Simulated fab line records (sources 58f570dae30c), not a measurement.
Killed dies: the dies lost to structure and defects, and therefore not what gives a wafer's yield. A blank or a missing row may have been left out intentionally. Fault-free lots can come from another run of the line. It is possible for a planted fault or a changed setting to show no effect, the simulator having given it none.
Which of the tools did it? || flow berkeleyCmos170 || 42 wafers from 14 lots sampled at 2 of the route's 331 steps

## WHAT EACH GAUGE READ, for each wafer
UCB170_PSD_CD_MEAS_06: the cd target is 1200 nm. Usual: cdNm 1199.7 nm, standard deviation 1.6.
{"lot": "L356", "measured": "day 6 14:32", "on": "cdSem-01", "cdNm (nm)": "1198.7 1200.1 1200.0", "flag": ""}
{"lot": "L355", "measured": "day 6 14:56", "on": "cdSem-01", "cdNm (nm)": "1197.5 1196.8 1197.2", "flag": ""}
{"lot": "L359", "measured": "day 7 17:31", "on": "cdSem-01", "cdNm (nm)": "1201.6 1203.7 1203.4", "flag": ""}
{"lot": "L360", "measured": "day 7 17:37", "on": "cdSem-02", "cdNm (nm)": "1199.3 1200.0 1199.5", "flag": ""}
{"lot": "L361", "measured": "day 7 17:54", "on": "cdSem-01", "cdNm (nm)": "1200.1 1199.7 1199.0", "flag": ""}
{"lot": "L362", "measured": "day 8 11:43", "on": "cdSem-01", "cdNm (nm)": "1199.7 1201.4 1200.0", "flag": ""}
{"lot": "L364", "measured": "day 9 05:32", "on": "cdSem-02", "cdNm (nm)": "1199.5 1201.1 1198.6", "flag": ""}
{"lot": "L367", "measured": "day 9 05:50", "on": "cdSem-02", "cdNm (nm)": "1202.3 1200.8 1199.6", "flag": ""}
{"lot": "L365", "measured": "day 9 06:05", "on": "cdSem-01", "cdNm (nm)": "1201.6 1201.7 1201.6", "flag": ""}
{"lot": "L369", "measured": "day 9 10:03", "on": "cdSem-01", "cdNm (nm)": "1197.6 1200.0 1198.3", "flag": ""}
{"lot": "L368", "measured": "day 9 10:16", "on": "cdSem-02", "cdNm (nm)": "1201.8 1201.3 1201.9", "flag": ""}
{"lot": "L371", "measured": "day 10 04:48", "on": "cdSem-01", "cdNm (nm)": "1198.2 1197.9 1198.0", "flag": ""}
{"lot": "L377", "measured": "day 11 00:11", "on": "cdSem-01", "cdNm (nm)": "1221.3 1223.0 1224.0 1221.6 1223.0 1223.9", "flag": "OFF"}
{"lot": "L374", "measured": "day 11 00:45", "on": "cdSem-02", "cdNm (nm)": "1222.7 1221.5 1223.4 1222.8 1221.9 1223.2", "flag": "OFF"}

## EACH LOT AND THE TOOL THAT RAN IT (in order: tool; ch and the chambers of the sampled wafers; start)
{"lot": "L356", "UCB170_PSD_PEB_04": "lithoTrack-04 ch 0, day 6 14:16"}
{"lot": "L355", "UCB170_PSD_PEB_04": "lithoTrack-03 ch 0, day 6 14:40"}
{"lot": "L359", "UCB170_PSD_PEB_04": "lithoTrack-04 ch 0, day 7 17:16"}
{"lot": "L360", "UCB170_PSD_PEB_04": "lithoTrack-03 ch 0, day 7 17:21"}
{"lot": "L361", "UCB170_PSD_PEB_04": "lithoTrack-03 ch 0, day 7 17:37"}
{"lot": "L362", "UCB170_PSD_PEB_04": "lithoTrack-02 ch 0, day 8 11:28"}
{"lot": "L364", "UCB170_PSD_PEB_04": "lithoTrack-02 ch 0, day 9 05:16"}
{"lot": "L367", "UCB170_PSD_PEB_04": "lithoTrack-02 ch 0, day 9 05:34"}
{"lot": "L365", "UCB170_PSD_PEB_04": "lithoTrack-02 ch 0, day 9 05:49"}
{"lot": "L369", "UCB170_PSD_PEB_04": "lithoTrack-04 ch 0, day 9 09:47"}
{"lot": "L368", "UCB170_PSD_PEB_04": "lithoTrack-02 ch 0, day 9 09:59"}
{"lot": "L371", "UCB170_PSD_PEB_04": "lithoTrack-02 ch 0, day 10 04:32"}
{"lot": "L377", "UCB170_PSD_PEB_04": "lithoTrack-04 ch 0, day 10 23:54"}
{"lot": "L374", "UCB170_PSD_PEB_04": "lithoTrack-04 ch 0, day 11 00:29"}
- UCB170_PSD_PEB_04

## AS READ BY THE TOOLS THEMSELVES (means over the sampled wafers that have a number; for cases with no such wafer, the mark the record gives instead)
The record holds no such reading with a usual standard deviation.

## THE ANSWER, worked out from the rows above alone
Rule: a lot is off if the mean of its wafers that have a number lies more than 3 standard deviations from the usual mean. A lot without any number at a reading at which 4 lots or more have one is off too. Any other lot the step has rows for is counted as sound. Order of review: gauges by route order, followed by the tools' own readings, for which a lot's mean as printed above is used. The first step at which some lot is off is used, and at that step the reading that is off furthest; a lot without a number counts as furthest.
Off: L377, L374, at UCB170_PSD_CD_MEAS_06 (cdNm).
If a tool, at a process step before that reading, ran all the lots that are off and no sound lot after the first of them, it fits. The gauges at UCB170_PSD_CD_MEAS_06 are tried like those tools. One fits: lithoTrack-04 at UCB170_PSD_PEB_04. A fault onset in the window from L369 (day 9 09:47, its last sound lot) to L377 (day 10 23:54, its first lot off) fits.

## WHAT THE SIMULATOR HAD PUT IN
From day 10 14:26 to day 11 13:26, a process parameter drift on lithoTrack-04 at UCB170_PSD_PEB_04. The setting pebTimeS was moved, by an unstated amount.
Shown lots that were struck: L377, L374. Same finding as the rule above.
